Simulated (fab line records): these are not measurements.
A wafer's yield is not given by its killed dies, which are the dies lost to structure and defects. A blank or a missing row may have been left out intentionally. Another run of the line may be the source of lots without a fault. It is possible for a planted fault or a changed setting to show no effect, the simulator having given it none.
Split-lot experiment :: flow berkeley-cmos170 :: on a route of 331 steps: 5 lots, 23 wafers read

## ON THE SPLIT
At UCB170_NWELL_COAT_07 (resist thk 900 nm), the setting resist-thk-nm was moved away from the recipe's 900 nm on 6 of the 23 wafers read, by -3.6% to +1.8%. For the rest of the wafers, this setting stayed at what the recipe calls for.

## FROM THE SPLIT TO THE READING: what the file shows between them, 3 steps
- UCB170_NWELL_SOFTBAKE_08: time 60 s
- UCB170_NWELL_EXPOSE_09: exposes mask NWELL, target cd 3000 nm
- UCB170_NWELL_DEVELOP_11: develop time 45 s

## THE READING
KrF_of_NWELL_COAT_07.thk-nm (the simulator's own value, which no gauge read), in nm, at UCB170_NWELL_ETCH_13 (etches Si3N4 in CH3F/Ar/O2, stops on SiO2, target depth 246.4 nm, time 154 s). No usual value for it is given in the file. The 17 wafers here that ran the recipe average 723.2 nm, standard deviation 2.3 nm.

wafer: L074.1
tool, chamber at the split: litho-track-04, 0
resist-thk-nm as run, nm: 900
against the recipe: recipe
KrF_of_NWELL_COAT_07.thk-nm, nm: 718.5
against lot-mates on the recipe: -

wafer: L074.2
tool, chamber at the split: litho-track-04, 0
resist-thk-nm as run, nm: 900
against the recipe: recipe
KrF_of_NWELL_COAT_07.thk-nm, nm: 720.4
against lot-mates on the recipe: -

wafer: L074.3
tool, chamber at the split: litho-track-04, 0
resist-thk-nm as run, nm: 900
against the recipe: recipe
KrF_of_NWELL_COAT_07.thk-nm, nm: 721.5
against lot-mates on the recipe: -

wafer: L074.4
tool, chamber at the split: litho-track-04, 0
resist-thk-nm as run, nm: 900
against the recipe: recipe
KrF_of_NWELL_COAT_07.thk-nm, nm: 721.7
against lot-mates on the recipe: -

wafer: L074.6
tool, chamber at the split: litho-track-04, 0
resist-thk-nm as run, nm: 900
against the recipe: recipe
KrF_of_NWELL_COAT_07.thk-nm, nm: 721.6
against lot-mates on the recipe: -

wafer: L077.1
tool, chamber at the split: litho-track-04, 0
resist-thk-nm as run, nm: 867.7
against the recipe: -3.6%
KrF_of_NWELL_COAT_07.thk-nm, nm: 691
against lot-mates on the recipe: -31.4

wafer: L077.2
tool, chamber at the split: litho-track-04, 0
resist-thk-nm as run, nm: 900
against the recipe: recipe
KrF_of_NWELL_COAT_07.thk-nm, nm: 720.2
against lot-mates on the recipe: -

wafer: L077.3
tool, chamber at the split: litho-track-04, 0
resist-thk-nm as run, nm: 900
against the recipe: recipe
KrF_of_NWELL_COAT_07.thk-nm, nm: 722.5
against lot-mates on the recipe: -

wafer: L077.4
tool, chamber at the split: litho-track-04, 0
resist-thk-nm as run, nm: 867.7
against the recipe: -3.6%
KrF_of_NWELL_COAT_07.thk-nm, nm: 689.2
against lot-mates on the recipe: -33.2

wafer: L077.6
tool, chamber at the split: litho-track-04, 0
resist-thk-nm as run, nm: 900
against the recipe: recipe
KrF_of_NWELL_COAT_07.thk-nm, nm: 724.6
against lot-mates on the recipe: -

wafer: L080.2
tool, chamber at the split: litho-track-01, 0
resist-thk-nm as run, nm: 900
against the recipe: recipe
KrF_of_NWELL_COAT_07.thk-nm, nm: 726.4
against lot-mates on the recipe: -

wafer: L080.6
tool, chamber at the split: litho-track-01, 0
resist-thk-nm as run, nm: 900
against the recipe: recipe
KrF_of_NWELL_COAT_07.thk-nm, nm: 726.4
against lot-mates on the recipe: -

wafer: L080.3
tool, chamber at the split: litho-track-01, 0
resist-thk-nm as run, nm: 900
against the recipe: recipe
KrF_of_NWELL_COAT_07.thk-nm, nm: 726.6
against lot-mates on the recipe: -

wafer: L084.1
tool, chamber at the split: litho-track-02, 0
resist-thk-nm as run, nm: 900
against the recipe: recipe
KrF_of_NWELL_COAT_07.thk-nm, nm: 723.2
against lot-mates on the recipe: -

wafer: L084.2
tool, chamber at the split: litho-track-02, 0
resist-thk-nm as run, nm: 916.5
against the recipe: +1.8%
KrF_of_NWELL_COAT_07.thk-nm, nm: 739.8
against lot-mates on the recipe: +16.4

wafer: L084.3
tool, chamber at the split: litho-track-02, 0
resist-thk-nm as run, nm: 916.5
against the recipe: +1.8%
KrF_of_NWELL_COAT_07.thk-nm, nm: 737.2
against lot-mates on the recipe: +13.8

wafer: L084.4
tool, chamber at the split: litho-track-02, 0
resist-thk-nm as run, nm: 900
against the recipe: recipe
KrF_of_NWELL_COAT_07.thk-nm, nm: 722.6
against lot-mates on the recipe: -

wafer: L084.6
tool, chamber at the split: litho-track-02, 0
resist-thk-nm as run, nm: 900
against the recipe: recipe
KrF_of_NWELL_COAT_07.thk-nm, nm: 724.5
against lot-mates on the recipe: -

wafer: L085.1
tool, chamber at the split: litho-track-01, 0
resist-thk-nm as run, nm: 877.3
against the recipe: -2.5%
KrF_of_NWELL_COAT_07.thk-nm, nm: 699.2
against lot-mates on the recipe: -25.5

wafer: L085.2
tool, chamber at the split: litho-track-01, 0
resist-thk-nm as run, nm: 900
against the recipe: recipe
KrF_of_NWELL_COAT_07.thk-nm, nm: 724.8
against lot-mates on the recipe: -

wafer: L085.3
tool, chamber at the split: litho-track-01, 0
resist-thk-nm as run, nm: 900
against the recipe: recipe
KrF_of_NWELL_COAT_07.thk-nm, nm: 725.8
against lot-mates on the recipe: -

wafer: L085.4
tool, chamber at the split: litho-track-01, 0
resist-thk-nm as run, nm: 877.3
against the recipe: -2.5%
KrF_of_NWELL_COAT_07.thk-nm, nm: 697.7
against lot-mates on the recipe: -27.0

wafer: L085.5
tool, chamber at the split: litho-track-01, 0
resist-thk-nm as run, nm: 900
against the recipe: recipe
KrF_of_NWELL_COAT_07.thk-nm, nm: 723.4
against lot-mates on the recipe: -

FIT RESULTS
A straight line over all 23 wafers: KrF_of_NWELL_COAT_07.thk-nm changes by +9.21 nm for each +1% of resist-thk-nm; r = +0.99; the points scatter about the line by 2.3 nm.
The same after taking each lot's own level away (the mean of its wafers on the recipe; 23 wafers): +9.21 nm for each +1%; r = +0.99; scatter 1.6 nm.
The reading moves by 33 nm for the largest change in resist-thk-nm, on that fit.
Measured against the standard deviation above, the lots' own levels, which go from 720.74 to 726.47 nm, span 2.5 times it.
Hence the lot-to-lot level has little effect on the slope; both slopes agree.
Check: -34.2 nm against its lot-mates is what the line predicts for one of the wafers moved furthest among these (-3.6%) when that wafer is left out of the fit. It came out at -31.4 nm against them.

## THE WHOLE CHAIN: every reading that the file lists as answering this split, in the file's order
step: UCB170_NWELL_COAT_07
what it does: resist thk 900 nm
reading: KrF_of_NWELL_COAT_07.thk-nm (the simulator's own value, which no gauge read)
change (the file's fit): +9.12 nm for each +1% of the setting
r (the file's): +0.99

step: UCB170_NWELL_ETCH_13
what it does: etches Si3N4 in CH3F/Ar/O2, stops on SiO2, target depth 246.4 nm, time 154 s
reading: KrF_of_NWELL_COAT_07.thk-nm (the simulator's own value, which no gauge read)
change (the file's fit): +9.28 nm for each +1% of the setting
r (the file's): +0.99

step: UCB170_NWELL_STRIP_15
what it does: strips in O2
reading: strip-time-to-endpoint-s
change (the file's fit): withheld for each +1% of the setting
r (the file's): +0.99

## FILE'S OWN FIT
KrF_of_NWELL_COAT_07.thk-nm changes by +9.28 nm for each +1% of resist-thk-nm, r = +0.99.
